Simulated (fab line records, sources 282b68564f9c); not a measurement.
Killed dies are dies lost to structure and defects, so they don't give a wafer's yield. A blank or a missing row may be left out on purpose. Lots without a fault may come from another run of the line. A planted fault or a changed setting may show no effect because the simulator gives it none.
A struck lot beside a sound one | flow rit_cmos | 15 steps out of a route of 202
Sound: wafers L438.3, L438.4, L438.5. Struck: wafers L446.2, L446.3, L446.5. The cause comes at the end.
At each step with rows: each side's tool, then ch and its chambers, then its first start. Under that, the readings that differ: sound wafers | struck wafers | difference of the means | sigmas: that difference in standard deviations of wafers without a fault.
alike: readings whose means differ by less than 2 such deviations, and words and numbers that are the same on both sides. not compared: withheld readings, readings that some wafer has no value for, bounds like >300 that may hide the same value, and numbers for which the record gives no deviation and whose values overlap.
The two part at a step that has a row with sigmas, a row that says differs or no value, or rows on one side only. Numbers that don't overlap but have no deviation are shown without sigmas and don't part them. A reading that every wafer of one side lacks parts them only if that side has two wafers or more.

first, 4 steps without rows for these wafers: RIT_PLDD_SOFTBAKE_02 (time 60 s); RIT_PLDD_EXPOSE_03 (exposes mask M8, target cd 40900 nm); RIT_PLDD_PEB_04; RIT_PLDD_DEVELOP_05 (develop time 50 s).
RIT_PLDD_OVL_MEAS_06:
  sound on overlay-01, day 3 06:38; struck on overlay-02, day 5 03:01
  alike: PLDD_OVL
then, 2 steps without rows for these wafers: RIT_PLDD_HARDBAKE_07 (time 60 s); RIT_PLDD_IMPLANT_08.
RIT_PLDD_STRIP_09: strips in O2, time 180 s.
  sound on plasma_asher-04 ch 0,1, day 3 07:01; struck on plasma_asher-04 ch 0,1, day 5 03:20
  alike: drypump_motor_current_A
  not compared: rf_hours_counter_h
RIT_PLDD_TW_MEAS_10:
  sound on film_metro-04, day 3 07:08; struck on film_metro-02, day 5 03:31
  reading | sound          | struck         | difference | sigmas
  PLDD_TW | 2379 2364 2366 | 2333 2339 2340 | -32        | -2
then, 3 steps without rows for these wafers: RIT_SPACER_CLEAN_00 (cleans in SC1, time 600 s); RIT_SPACER_CLEAN_01 (cleans in dHF, time 30 s); RIT_SPACER_CLEAN_02 (cleans in SC2, time 600 s).
RIT_SPACER_CVD_03: deposits Si3N4 from SiH2Cl2/NH3, target thk 250 nm, time 3300 s.
  sound on lpcvd-01 ch 1, day 3 07:35; struck on lpcvd-01 ch 0, day 5 03:56
  reading                                  | sound             | struck            | difference | sigmas
  spike_tc_centre_C (C)                    | 811.5 810.6 813.3 | 859.6 858.6 860.2 | +47.7      | +43
  spike_tc_load_C (C)                      | 837.2 838.9 837.9 | 885.6 886.8 886.7 | +48.4      | +22
  spike_tc_source_C (C)                    | 832.4 835.1 833.7 | 880.2 879.3 879.3 | +45.9      | +21
  susceptor_temp_C (C)                     | 809.6 810.1 809.9 | 858.2 858.8 858.3 | +48.6      | +99 or more
  zone_power_load_pct (%)                  | 23.0 22.7 23.4    | 25.3 25.2 25.1    | +2.2       | +5
  zone_power_source_pct (%)                | 19.8 19.6 19.7    | 25.3 25.6 25.2    | +5.7       | +4
  model.Si3N4_of_SPACER_CVD_03.thk_nm (nm) | 251.4 251.8 250.3 | 420.6 421.3 421   | +169.8     |
  alike: sih2cl2_flow_sccm
RIT_SPACER_THK_MEAS_04:
  sound on film_metro-03, day 3 09:31; struck on film_metro-02, day 5 06:05
  reading                 | sound             | struck            | difference | sigmas
  SPACER_NITRIDE_THK (nm) | 251.3 251.6 250.3 | 420.7 421.2 421.1 | +169.9     | +71
  not compared: hold
RIT_M1_PROBE_99:
  the record has rows for the sound wafers here (prober-02, day 3 21:16) and none for the struck ones

WHERE THEY PART
First at RIT_PLDD_TW_MEAS_10; last, within this record, at RIT_M1_PROBE_99.

WHY: what the simulator had put in
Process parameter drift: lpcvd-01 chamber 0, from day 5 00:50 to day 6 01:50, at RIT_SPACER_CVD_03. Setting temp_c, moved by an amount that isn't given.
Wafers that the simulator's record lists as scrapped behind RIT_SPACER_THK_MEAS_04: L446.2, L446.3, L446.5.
